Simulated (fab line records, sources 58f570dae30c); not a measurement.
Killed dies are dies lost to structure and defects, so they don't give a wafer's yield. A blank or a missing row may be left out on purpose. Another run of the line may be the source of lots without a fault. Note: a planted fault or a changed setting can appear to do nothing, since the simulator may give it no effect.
Check for tools in common + flow berkeleyCmos170 + 48 wafers sampled across 14 lots

THE REASON FOR OPENING IT
UCB170_PSD_TW_MEAS_10, reading PSD_TW: flagged on 2 of 14 lots. Fault-free wafers read 2332, with a standard deviation of 17.
Rule: flag the lot when none of its wafers has a number, or when each of its wafers that has one lies beyond 4 standard deviations from that mean. The other lots count as sound.

| lot  | measured     | on           | PSD_TW, wafer by wafer        | flag    |
|------|--------------|--------------|-------------------------------|---------|
| L435 | day 7 01:40  | filmMetro-03 | 2343 2317 2325                |         |
| L434 | day 7 01:56  | filmMetro-02 | 2370 2367 2354                |         |
| L438 | day 7 07:29  | filmMetro-03 | 2322 2335 2330                |         |
| L437 | day 7 07:42  | filmMetro-02 | 2354 2362 2355                |         |
| L436 | day 7 07:52  | filmMetro-03 | 2326 2332 2328                |         |
| L440 | day 7 11:43  | filmMetro-01 | 2307 2313 2305                |         |
| L439 | day 7 12:01  | filmMetro-02 | 2236 2240 2248 2251 2253 2256 | FLAGGED |
| L441 | day 8 04:11  | filmMetro-01 | 2210 2212 2223 2209 2211 2226 | FLAGGED |
| L447 | day 9 15:02  | filmMetro-01 | 2314 2323 2316                |         |
| L453 | day 10 19:23 | filmMetro-01 | 2314 2309 2308                |         |
| L457 | day 11 12:00 | filmMetro-01 | 2320 2316 2320                |         |
| L454 | day 11 12:17 | filmMetro-01 | 2315 2298 2309                |         |
| L456 | day 11 12:22 | filmMetro-02 | 2349 2341 2342                |         |
| L455 | day 11 12:37 | filmMetro-03 | 2308 2306 2308                |         |
The numbers of the flagged lots are 2231 on average: -101 against the usual, or -6 standard deviations.

LOT BY LOT: THE TOOL USED
Before the reading, the record contains 2 process steps out of a 331-step route. Each cell gives the tool, then ch followed by the chambers the sampled wafers passed through, then the start.
| lot  | flag    | UCB170_PSD_IMPLANT_08           | UCB170_PSD_STRIP_09                 |
|------|---------|---------------------------------|-------------------------------------|
| L435 |         | implanter-02 ch 0, day 7 01:25  | plasmaAsher-01 ch 0,1, day 7 01:34  |
| L434 |         | implanter-03 ch 0, day 7 01:41  | plasmaAsher-02 ch 0,1, day 7 01:50  |
| L438 |         | implanter-04 ch 0, day 7 07:14  | plasmaAsher-02 ch 1, day 7 07:23    |
| L437 |         | implanter-02 ch 0, day 7 07:27  | plasmaAsher-03 ch 0,1, day 7 07:36  |
| L436 |         | implanter-04 ch 0, day 7 07:37  | plasmaAsher-01 ch 0,1, day 7 07:45  |
| L440 |         | implanter-04 ch 0, day 7 11:28  | plasmaAsher-02 ch 0,1, day 7 11:37  |
| L439 | FLAGGED | implanter-02 ch 0, day 7 11:47  | plasmaAsher-03 ch 0,1, day 7 11:55  |
| L441 | FLAGGED | implanter-02 ch 0, day 8 03:58  | plasmaAsher-01 ch 1, day 8 04:05    |
| L447 |         | implanter-03 ch 0, day 9 14:47  | plasmaAsher-03 ch 0,1, day 9 14:56  |
| L453 |         | implanter-03 ch 0, day 10 19:09 | plasmaAsher-03 ch 0,1, day 10 19:16 |
| L457 |         | implanter-03 ch 0, day 11 11:45 | plasmaAsher-03 ch 0,1, day 11 11:54 |
| L454 |         | implanter-02 ch 0, day 11 12:04 | plasmaAsher-01 ch 0,1, day 11 12:12 |
| L456 |         | implanter-04 ch 0, day 11 12:08 | plasmaAsher-03 ch 0,1, day 11 12:15 |
| L455 |         | implanter-03 ch 0, day 11 12:24 | plasmaAsher-01 ch 0,1, day 11 12:32 |
These steps, and what they do:
- UCB170_PSD_IMPLANT_08
- UCB170_PSD_STRIP_09: strips in O2.
- UCB170_PSD_TW_MEAS_10

FLAGGED AGAINST TOTAL, ONE TOOL AT A TIME (gauges that did the reading follow at the end)
| step                  | tool           | lots run | flagged | share of the flagged lots | sound lots run after its first flagged lot |
|-----------------------|----------------|----------|---------|---------------------------|--------------------------------------------|
| UCB170_PSD_IMPLANT_08 | implanter-02   | 5        | 2       | all                       | 1 (L454)                                   |
| UCB170_PSD_IMPLANT_08 | implanter-03   | 5        | 0       | none                      | -                                          |
| UCB170_PSD_IMPLANT_08 | implanter-04   | 4        | 0       | none                      | -                                          |
| UCB170_PSD_STRIP_09   | plasmaAsher-01 | 5        | 1       | some                      | 2 (L454,L455)                              |
| UCB170_PSD_STRIP_09   | plasmaAsher-02 | 3        | 0       | none                      | -                                          |
| UCB170_PSD_STRIP_09   | plasmaAsher-03 | 6        | 1       | some                      | 4 (L447,L453,L457,L456)                    |
| UCB170_PSD_TW_MEAS_10 | filmMetro-01   | 6        | 1       | some                      | 4 (L447,L453,L457,L454)                    |
| UCB170_PSD_TW_MEAS_10 | filmMetro-02   | 4        | 1       | some                      | 1 (L456)                                   |
| UCB170_PSD_TW_MEAS_10 | filmMetro-03   | 4        | 0       | none                      | -                                          |

WHAT THE TABLE ALLOWS
Rows of the table that ran each flagged lot: 1, that is implanter-02 at UCB170_PSD_IMPLANT_08.
- implanter-02 at UCB170_PSD_IMPLANT_08 ran 5 lots, 2 of them flagged. Sound lots ran on it after the first flagged one (L454), which a lasting fault on the whole tool wouldn't allow. Its own readings lie more than 4 standard deviations out on every wafer of the flagged lots: beamEnergyKeV.
Not one row of the table ran every flagged lot while running no sound lot after the first.

WHAT WAS PUT IN BY THE SIMULATOR
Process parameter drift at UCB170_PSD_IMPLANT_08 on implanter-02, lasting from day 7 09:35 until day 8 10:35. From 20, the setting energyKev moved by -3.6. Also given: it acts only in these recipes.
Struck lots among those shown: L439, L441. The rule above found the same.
